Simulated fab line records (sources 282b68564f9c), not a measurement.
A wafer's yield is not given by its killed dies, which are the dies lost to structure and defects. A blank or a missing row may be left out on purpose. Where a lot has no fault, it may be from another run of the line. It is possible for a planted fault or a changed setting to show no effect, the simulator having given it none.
A sampling plan put to the test :: flow ritCmos :: one fab line, 7 faults that these records tell of, each judged on the records of the lots that it struck
What counts as the plan is the set of the line's own looks, namely the steps on the route at which a gauge or an inspection reads a wafer and does not change it. A look can be judged if struck wafers have a number there and the file gives its usual mean and standard deviation on fault-free wafers. Caught: a look later than the fault's first step finds the struck wafers' mean 4 or more of those standard deviations (sigma) from the usual mean. On the tool: the identical test, applied to the tool's own readings at the steps of the fault. Also counted as caught: the struck wafers showing another recipe, or a record that is empty for them alone.

## THE FAULTS, as the simulator had put them in
1. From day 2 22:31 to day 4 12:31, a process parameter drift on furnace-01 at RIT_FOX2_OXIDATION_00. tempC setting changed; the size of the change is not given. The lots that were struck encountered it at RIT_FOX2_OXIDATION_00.
2. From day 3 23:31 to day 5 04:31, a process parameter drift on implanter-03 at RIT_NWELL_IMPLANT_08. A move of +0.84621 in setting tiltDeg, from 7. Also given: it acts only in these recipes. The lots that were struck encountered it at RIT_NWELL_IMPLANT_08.
3. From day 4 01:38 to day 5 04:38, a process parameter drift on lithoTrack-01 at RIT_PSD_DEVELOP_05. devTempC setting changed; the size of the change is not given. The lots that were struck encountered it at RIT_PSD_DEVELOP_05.
4. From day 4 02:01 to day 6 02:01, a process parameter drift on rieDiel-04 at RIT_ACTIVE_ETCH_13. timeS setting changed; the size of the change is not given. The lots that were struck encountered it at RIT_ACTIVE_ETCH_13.
5. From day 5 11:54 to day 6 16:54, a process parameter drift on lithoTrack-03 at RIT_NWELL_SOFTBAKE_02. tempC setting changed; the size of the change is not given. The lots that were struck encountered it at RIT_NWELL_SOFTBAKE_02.
6. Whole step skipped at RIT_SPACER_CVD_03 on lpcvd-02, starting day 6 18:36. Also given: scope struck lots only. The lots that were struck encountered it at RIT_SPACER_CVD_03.
7. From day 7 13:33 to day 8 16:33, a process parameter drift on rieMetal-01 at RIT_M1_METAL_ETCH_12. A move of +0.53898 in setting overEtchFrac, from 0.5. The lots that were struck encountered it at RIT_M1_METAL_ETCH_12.

## WHAT THE PLAN SAW
fault: 1
on the tool itself: tubeCenterTempC +99 or beyond sigma
first look that catches it: no look after it can be judged
reading, sigma: -
median hours from its first step to that look: -
hours from the fault's start to the first struck lot there: -
judged looks passed uncaught: 0

fault: 2
on the tool itself: tiltDeg +44 sigma
first look that catches it: no look after it can be judged
reading, sigma: -
median hours from its first step to that look: -
hours from the fault's start to the first struck lot there: -
judged looks passed uncaught: 0

fault: 3
on the tool itself: developerTempC -21 sigma
first look that catches it: no look after it can be judged
reading, sigma: -
median hours from its first step to that look: -
hours from the fault's start to the first struck lot there: -
judged looks passed uncaught: 0

fault: 4
on the tool itself: runLengthS +99 or beyond sigma
first look that catches it: no look after it can be judged
reading, sigma: -
median hours from its first step to that look: -
hours from the fault's start to the first struck lot there: -
judged looks passed uncaught: 0

fault: 5
on the tool itself: heaterPowerTotalW -55 sigma
first look that catches it: no look after it can be judged
reading, sigma: -
median hours from its first step to that look: -
hours from the fault's start to the first struck lot there: -
judged looks passed uncaught: 0

fault: 6
on the tool itself: the tool's record is blank for the struck wafers
first look that catches it: no look after it can be judged
reading, sigma: -
median hours from its first step to that look: -
hours from the fault's start to the first struck lot there: -
judged looks passed uncaught: 0

fault: 7
on the tool itself: oesProductAu -10 sigma
first look that catches it: no look after it can be judged
reading, sigma: -
median hours from its first step to that look: -
hours from the fault's start to the first struck lot there: -
judged looks passed uncaught: 0
A dash: this means the fault isn't caught or the number doesn't appear in these records.

Caught at a look: 0 of 7. Caught on the tool: 7 of 7. By one or the other: 7 of 7.
Faults caught by the tool alone: 1, 2, 3, 4, 5, 6, 7.
